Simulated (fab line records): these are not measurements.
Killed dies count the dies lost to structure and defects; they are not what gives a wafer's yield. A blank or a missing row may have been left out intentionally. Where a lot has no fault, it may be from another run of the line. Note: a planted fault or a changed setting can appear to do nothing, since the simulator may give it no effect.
Problem report, 8D (eight disciplines) form, completed by code	flow rit-cmos	the parts of the form that need people (team, actions taken, sign-off) are left out

1. WHAT WENT WRONG
Wafers without a fault read 22.99 C, standard deviation 0.11; developer-temp-C at RIT_PRETRO_DEVELOP_05 reads a mean of 23.88 C on 6 wafers belonging to 2 lots. Measured from the usual mean, that is +8.0 standard deviations.
The step: develop time 68 s.
First seen on wafer L473.1, day 5 11:00, on litho-track-03. The record has a number at this step for 42 wafers belonging to 14 lots. By rule, "out" or "out of limits" means more than 4 standard deviations away from the usual mean. The other wafers with a number count as sound.

2. WHAT IT IS AND WHAT IT IS NOT
question	is	is not
which readings at this step	developer-temp-C	chill-plate-temp-C, resist-line-temp-C
which lots	L473, L476	L458, L459, L461, L463, L466, L468, L469, L470, L477, L478, L479, L480
which wafers of those lots	all that have a number	-
read on which tools	litho-track-03	litho-track-02, litho-track-04
when	from day 5 11:00	up to then (24 sound wafers); but 12 sound wafers of L477, L478, L479, L480 came after

3. SUSPECTS, AND WHAT RULES EACH OUT
Counting: a tool at any process step up to the reading remains a suspect when it ran all the lots that are out and ran no sound lot after the first of those.
- litho-track-03 at RIT_PRETRO_DEVELOP_05 (develop time 68 s): kept. It processed each lot that is out, first L473 at day 5 11:00, and no sound lot thereafter; up to then, the last sound lot it processed was L466 at day 3 22:00. Its own readings are out on those wafers: developer-temp-C.
Left after counting: litho-track-03 at RIT_PRETRO_DEVELOP_05.

4. THE CAUSE (what the simulator had put in)
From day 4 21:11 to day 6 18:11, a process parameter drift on litho-track-03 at RIT_PRETRO_DEVELOP_05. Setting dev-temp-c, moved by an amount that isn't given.
Counting left only this tool.

5. SEQUENCE OF EFFECTS, ordered by route
One row per reading whose mean, taken over the struck wafers that have a number, lies over 3 standard deviations from the usual. Only readings for which the record gives a usual standard deviation are gone through. hours: the time from each lot's start at the first step in this table that gives one to its start at this step, as a median over the lots. sigmas: the change in usual standard deviations.
hours	step	reading	usual	on struck wafers	change	sigmas
0	RIT_PRETRO_DEVELOP_05	developer-temp-C	22.99 C	23.88	+0.89	+8.0
Its process steps:
- RIT_PRETRO_DEVELOP_05: develop time 68 s.

6. WHAT WOULD HAVE CAUGHT IT SOONER
14 hours passed between the start of the fault at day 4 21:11 and the first reading out of limits in this record, taken at day 5 11:00.
